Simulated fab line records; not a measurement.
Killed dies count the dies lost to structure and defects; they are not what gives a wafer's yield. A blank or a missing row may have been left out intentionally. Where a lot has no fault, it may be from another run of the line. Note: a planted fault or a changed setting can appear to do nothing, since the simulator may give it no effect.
Chamber matching || flow berkeleyCmos170 || rieSi-01 running UCB170_GATE_ETCH_15: 4 sister chambers
The step etches poly-Si in HBr/Cl2, stops on SiO2, time 56.3 s, target depth 278.2 nm. 4 wafers are shown with their chamber, then 9 later ones without.

WAFERS, EACH WITH ITS CHAMBER
{"wafer": "L823.5", "chamber": 3, "throttleValvePct (%)": 26.79}
{"wafer": "L832.1", "chamber": 2, "throttleValvePct (%)": 26.21}
{"wafer": "L832.3", "chamber": 1, "throttleValvePct (%)": 26.65}
{"wafer": "L832.6", "chamber": 0, "throttleValvePct (%)": 26.43}

WAFERS WITH NO CHAMBER GIVEN
{"wafer": "L835.3", "throttleValvePct (%)": 26.65}
{"wafer": "L835.5", "throttleValvePct (%)": 26.79}
{"wafer": "L835.6", "throttleValvePct (%)": 26.21}
{"wafer": "L834.3", "throttleValvePct (%)": 26.23}
{"wafer": "L834.4", "throttleValvePct (%)": 26.42}
{"wafer": "L834.5", "throttleValvePct (%)": 26.81}
{"wafer": "L837.2", "throttleValvePct (%)": 26.45}
{"wafer": "L837.3", "throttleValvePct (%)": 26.80}
{"wafer": "L837.4", "throttleValvePct (%)": 26.22}

WHICH CHAMBER EACH WENT THROUGH
{"wafer": "L835.3", "from the rows above": 1, "in truth": 1}
{"wafer": "L835.5", "from the rows above": 3, "in truth": 3}
{"wafer": "L835.6", "from the rows above": 2, "in truth": 2}
{"wafer": "L834.3", "from the rows above": 2, "in truth": 2}
{"wafer": "L834.4", "from the rows above": 0, "in truth": 0}
{"wafer": "L834.5", "from the rows above": 3, "in truth": 3}
{"wafer": "L837.2", "from the rows above": 0, "in truth": 0}
{"wafer": "L837.3", "from the rows above": 3, "in truth": 3}
{"wafer": "L837.4", "from the rows above": 2, "in truth": 2}
Correctly placed: 9 of 9. Can't be placed from these rows: 0. Wrongly placed: 0.
How it was worked out, from the rows above alone: a wafer's distance from a chamber is the root of the sum, over the readings, of the square of ((its reading less the chamber's mean) divided by the reading's scatter). The wafer belongs to the nearest chamber; if the next one is less than 2 further off, it can't be placed. A chamber's mean is the mean of its shown wafers. The scatter: with one shown wafer a chamber, the root of the mean of the squares of how far each hidden wafer lies from its nearest shown one.
